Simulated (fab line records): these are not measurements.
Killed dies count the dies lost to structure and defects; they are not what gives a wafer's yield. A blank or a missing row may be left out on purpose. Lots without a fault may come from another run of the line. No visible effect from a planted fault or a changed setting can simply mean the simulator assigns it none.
Check of tool commonality | flow rit_cmos | 48 wafers sampled across 14 lots

## THE REASON FOR OPENING IT
2 of 14 lots carry a flag on the reading PLDD_TW at RIT_PLDD_TW_MEAS_10. Fault-free wafers read 2356, with a standard deviation of 25.
Rule: a lot gets a flag if all its wafers with a number sit over 4 standard deviations from that mean, or if no wafer of it has a number. The other lots count as sound.

lot  | measured    | on            | PLDD_TW, wafer by wafer       | flag
L744 | day 2 23:36 | film_metro-04 | 2348 2352 2357                |
L745 | day 3 03:29 | film_metro-04 | 2319 2337 2327                |
L747 | day 3 16:09 | film_metro-04 | 2333 2347 2331                |
L748 | day 3 23:19 | film_metro-04 | 2336 2325 2322                |
L749 | day 4 01:56 | film_metro-03 | 2381 2384 2376                |
L750 | day 4 07:46 | film_metro-03 | 2381 2374 2382                |
L752 | day 4 13:38 | film_metro-01 | 2350 2326 2330                |
L753 | day 4 23:14 | film_metro-01 | 2129 2129 2131 2124 2117 2136 | FLAGGED
L754 | day 5 03:50 | film_metro-03 | 2170 2175 2173 2177 2168 2172 | FLAGGED
L761 | day 6 21:38 | film_metro-03 | 2394 2396 2398                |
L763 | day 7 13:05 | film_metro-03 | 2395 2386 2401                |
L765 | day 8 03:35 | film_metro-01 | 2330 2326 2321                |
L767 | day 8 09:16 | film_metro-03 | 2375 2387 2372                |
L766 | day 8 09:32 | film_metro-01 | 2342 2332 2340                |
Average over the flagged lots: 2150; offset from the usual -206, equal to -8 standard deviations.

## LOT BY LOT: THE TOOL USED
The record holds 1 process step before the reading, out of a route of 202 steps. Read each cell as the tool, then ch plus the chambers that the sampled wafers visited, then the start.
lot  | flag    | RIT_PLDD_IMPLANT_08
L744 |         | implanter-03 ch 0, day 2 23:17
L745 |         | implanter-03 ch 0, day 3 03:10
L747 |         | implanter-01 ch 0, day 3 15:50
L748 |         | implanter-02 ch 0, day 3 23:00
L749 |         | implanter-03 ch 0, day 4 01:37
L750 |         | implanter-01 ch 0, day 4 07:26
L752 |         | implanter-03 ch 0, day 4 13:18
L753 | FLAGGED | implanter-01 ch 0, day 4 22:56
L754 | FLAGGED | implanter-01 ch 0, day 5 03:32
L761 |         | implanter-02 ch 0, day 6 21:19
L763 |         | implanter-02 ch 0, day 7 12:46
L765 |         | implanter-01 ch 0, day 8 03:17
L767 |         | implanter-02 ch 0, day 8 08:57
L766 |         | implanter-01 ch 0, day 8 09:13
What is done by these steps:
- RIT_PLDD_IMPLANT_08
- RIT_PLDD_TW_MEAS_10

## FLAGGED AGAINST TOTAL, ONE TOOL AT A TIME (gauges that did the reading follow at the end)
step                | tool          | lots run | flagged | share of the flagged lots | sound lots run after its first flagged lot
RIT_PLDD_IMPLANT_08 | implanter-01  | 6        | 2       | all                       | 2 (L765,L766)
RIT_PLDD_IMPLANT_08 | implanter-02  | 4        | 0       | none                      | -
RIT_PLDD_IMPLANT_08 | implanter-03  | 4        | 0       | none                      | -
RIT_PLDD_TW_MEAS_10 | film_metro-01 | 4        | 1       | some                      | 2 (L765,L766)
RIT_PLDD_TW_MEAS_10 | film_metro-03 | 6        | 1       | some                      | 3 (L761,L763,L767)
RIT_PLDD_TW_MEAS_10 | film_metro-04 | 4        | 0       | none                      | -

## WHAT THE TABLE PERMITS
Rows of the table that ran each flagged lot: 1, that is implanter-01 at RIT_PLDD_IMPLANT_08.
- implanter-01 at RIT_PLDD_IMPLANT_08 ran 6 lots, 2 of them flagged. Sound lots followed the first flagged one (L765, L766) on it, something a lasting fault affecting the whole tool could not allow. Its own readings lie more than 4 standard deviations out on every wafer of the flagged lots: dose_ions_cm2, faraday_current_uA.
Every row of the table either missed a flagged lot or ran a sound lot after the first.

## WHAT THE SIMULATOR PUT IN
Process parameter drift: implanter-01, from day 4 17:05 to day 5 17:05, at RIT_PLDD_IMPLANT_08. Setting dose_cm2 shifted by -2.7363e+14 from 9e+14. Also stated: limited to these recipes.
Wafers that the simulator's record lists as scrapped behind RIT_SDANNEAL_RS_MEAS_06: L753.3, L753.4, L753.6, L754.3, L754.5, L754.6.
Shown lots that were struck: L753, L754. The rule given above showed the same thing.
